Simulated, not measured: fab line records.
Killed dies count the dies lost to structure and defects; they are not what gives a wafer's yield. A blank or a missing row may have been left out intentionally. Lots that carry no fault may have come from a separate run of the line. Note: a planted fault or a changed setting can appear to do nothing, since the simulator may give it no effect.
A lot that was struck, set against a sound lot + flow rit_cmos + 14 steps out of a route of 202
Sound: wafers L781.3, L781.4, L781.6. Wafers struck: L773.2, L773.4, L773.6. The cause is given at the end.
Per side, at each step with rows, come the tool, then ch with its chambers, and then its first start. Under that, the readings that differ: sound wafers + struck wafers + difference of the means + sigmas: that difference in standard deviations of wafers without a fault.
alike: readings with means less than 2 such deviations apart, plus words and numbers identical on both sides. not compared: withheld readings, readings lacking a value on some wafer, bounds such as >300 that could conceal the same value, and numbers that have no deviation in the record and whose values overlap.
A row with sigmas, a row that says differs or no value, or rows on one side alone: a step with any of these is where the two part. When numbers do not overlap yet have no deviation, they are printed without sigmas and do not part them. A reading that every wafer of one side lacks parts them only if that side has two wafers or more.

first, 2 steps without rows for these wafers: RIT_PSD_HARDBAKE_07 (time 60 s); RIT_PSD_IMPLANT_08.
RIT_PSD_STRIP_09: strips in O2, time 180 s.
  sound on plasma_asher-03 ch 0,1, day 7 04:38; struck on plasma_asher-03 ch 0,1, day 5 16:15
  alike: drypump_motor_current_A
  not compared: rf_hours_counter_h
RIT_PSD_TW_MEAS_10:
  sound on film_metro-03 at day 7 04:47; struck on film_metro-02 at day 5 16:26
| reading | sound          | struck         | difference | sigmas |
|---------|----------------|----------------|------------|--------|
| PSD_TW  | 3506 3506 3500 | 3406 3400 3420 | -95        | -2     |
then, 3 steps without rows for these wafers: RIT_SDANNEAL_CLEAN_00 (cleans in SC1, time 600 s); RIT_SDANNEAL_CLEAN_01 (cleans in dHF, time 30 s); RIT_SDANNEAL_CLEAN_02 (cleans in SC2, time 600 s).
RIT_SDANNEAL_RTA_03: time 5 s.
  sound on rtp_anneal-02 ch 0, day 7 05:13; struck on rtp_anneal-02 ch 0, day 5 16:52
| reading          | sound                | struck               | difference | sigmas |
|------------------|----------------------|----------------------|------------|--------|
| wafer_temp_C_max | 1054.0 1054.6 1054.7 | 1051.5 1052.6 1051.8 | -2.5       | -2     |
RIT_SDANNEAL_RS_MEAS_04: the measuring method here is four-point-probe.
  sound on film_metro-02 at day 7 05:18; struck on film_metro-01 at day 5 16:56
  alike: PSD_RS
RIT_SDANNEAL_RS_MEAS_05: the measuring method here is four-point-probe.
  sound on film_metro-02 at day 7 05:25; struck on film_metro-01 at day 5 17:04
  alike: NSD_RS
RIT_SDANNEAL_RS_MEAS_06: the measuring method here is four-point-probe.
  sound on film_metro-02 at day 7 05:32; struck on film_metro-01 at day 5 17:11
  alike: PLDD_RS
RIT_SDANNEAL_RS_MEAS_07: the measuring method here is four-point-probe.
  sound on film_metro-02 at day 7 05:40; struck on film_metro-01 at day 5 17:18
  alike: NLDD_RS
RIT_SILICIDE_WET_ETCH_00: etches SiO2 in BOE, target depth 14 nm, time 15 s.
  sound on wet_bench-04 ch 1, day 7 05:44; struck on wet_bench-02 ch 0, day 5 17:24
  no value came back on the struck wafers for bath_heat_duty_pct (%), temp_c (C), time_s (s); on the sound wafers bath_heat_duty_pct (%) reads 1.6 1.8 1.6
| reading                                     | sound             | struck            | difference | sigmas |
|---------------------------------------------|-------------------|-------------------|------------|--------|
| model.SiO2_of_FOX2_OXIDATION_00.thk_nm (nm) | 139.2 150.7 151.7 | 173.3 180.1 174.1 | +28.6      |        |
RIT_SILICIDE_SPUTTER_01: material Ti, target thk 30 nm, time 236.4 s.
  sound on pvd_sputter-01 at day 7 05:45; struck on pvd_sputter-01 at day 5 17:25
  alike: throttle_valve_pct

== WHERE THEY PART ==
Earliest at RIT_PSD_TW_MEAS_10; latest, in this record, at RIT_SILICIDE_WET_ETCH_00. Later steps at which nothing parts them and some readings are alike: RIT_SILICIDE_SPUTTER_01.

WHY: whatever the simulator had introduced
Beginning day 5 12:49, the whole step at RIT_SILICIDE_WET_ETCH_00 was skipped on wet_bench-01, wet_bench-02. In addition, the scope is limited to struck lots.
